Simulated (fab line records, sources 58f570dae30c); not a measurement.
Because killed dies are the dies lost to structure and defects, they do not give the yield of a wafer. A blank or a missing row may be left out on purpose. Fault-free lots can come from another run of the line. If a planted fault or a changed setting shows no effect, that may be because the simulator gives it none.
One fault through the eyes of 2 desks	flow berkeley cmos170	each desk has only its own numbers; what lay behind them comes last

AT THE METROLOGY DESK
Lot by lot, what the gauges showed, no matter which tool ran the lot: averages of those sampled wafers that carry a number. If a lot's mean is further than 4 standard deviations from the usual mean, the lot is out of limits and carries the mark OUT (the distance appears in the brackets).
Columns: A = NWELL_OXIDE_THK at UCB170_NWELL_THK_MEAS_02, usual 26.2 nm; B = V1_POLISHED_THK at UCB170_V1_THK_MEAS_04, usual 1000.1 nm
lot	first seen here	A	B
L346	day 2 04:07	26.2	1000.8
L347	day 2 23:08	27.1	998.2
L348	day 2 23:08	26.1	999.2
L349	day 3 12:16	25.8	1000.1
L354	day 4 01:55	26.5	999.6
L356	day 4 02:00	26.5	1000.2
L357	day 4 23:37	25.2	1002.0
L358	day 4 23:38	25.2	998.9
L359	day 5 10:15	26.3	999.4
L363	day 5 16:08	26.1	999.9
L364	day 6 02:11	25.9	1000.7
L367	day 6 10:02	25.6	998.9
L369	day 6 22:40	26.0	1000.9
Finding of this desk: none of the 13 lots has anything out of limits.

DESK OF THE TOOL OWNER: rtp anneal-01
Per lot that ran on this tool, the mean of the sampled wafers carrying a number, from the tool's own readings at UCB170_CONTACT_RTA_08 (time 10 s). If a lot's mean is further than 4 standard deviations from the usual mean, the lot is out of limits and carries the mark OUT (the distance appears in the brackets).
Columns: A = lamp power pct at UCB170_CONTACT_RTA_08, usual 23.6 %; B = wafer_temp_C_max at UCB170_CONTACT_RTA_08, usual 904.2
lot	first seen here	A	B
L346	day 8 23:17	22.8	904.8
L348	day 9 10:30	22.8	905.7
L354	day 10 16:16	21.9	891.1 (-7.7) OUT
L356	day 10 16:22	21.9	891.5 (-7.5) OUT
This desk's finding: out of limits on L354, L356; first on L354, day 10 16:16 (wafer_temp_C_max at UCB170_CONTACT_RTA_08). In limits: L346, L348.

TAKEN TOGETHER
At day 10 16:16, on L354, L356, the tool owner's desk was in a position to raise an alarm.
Nothing out of limits was seen by the metrology desk.
The metrology desk holds a record of L354, L356, inside its limits.
Every lot named ran UCB170_CONTACT_RTA_08 on rtp anneal-01.

WHAT THE SIMULATOR HAD INSERTED
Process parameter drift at UCB170_CONTACT_RTA_08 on rtp anneal-01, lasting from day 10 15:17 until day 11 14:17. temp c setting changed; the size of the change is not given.
Shown lots that were struck: L354, L356.
Each desk's first reading out of limits, in hours after the fault started: the tool owner's desk, 1.
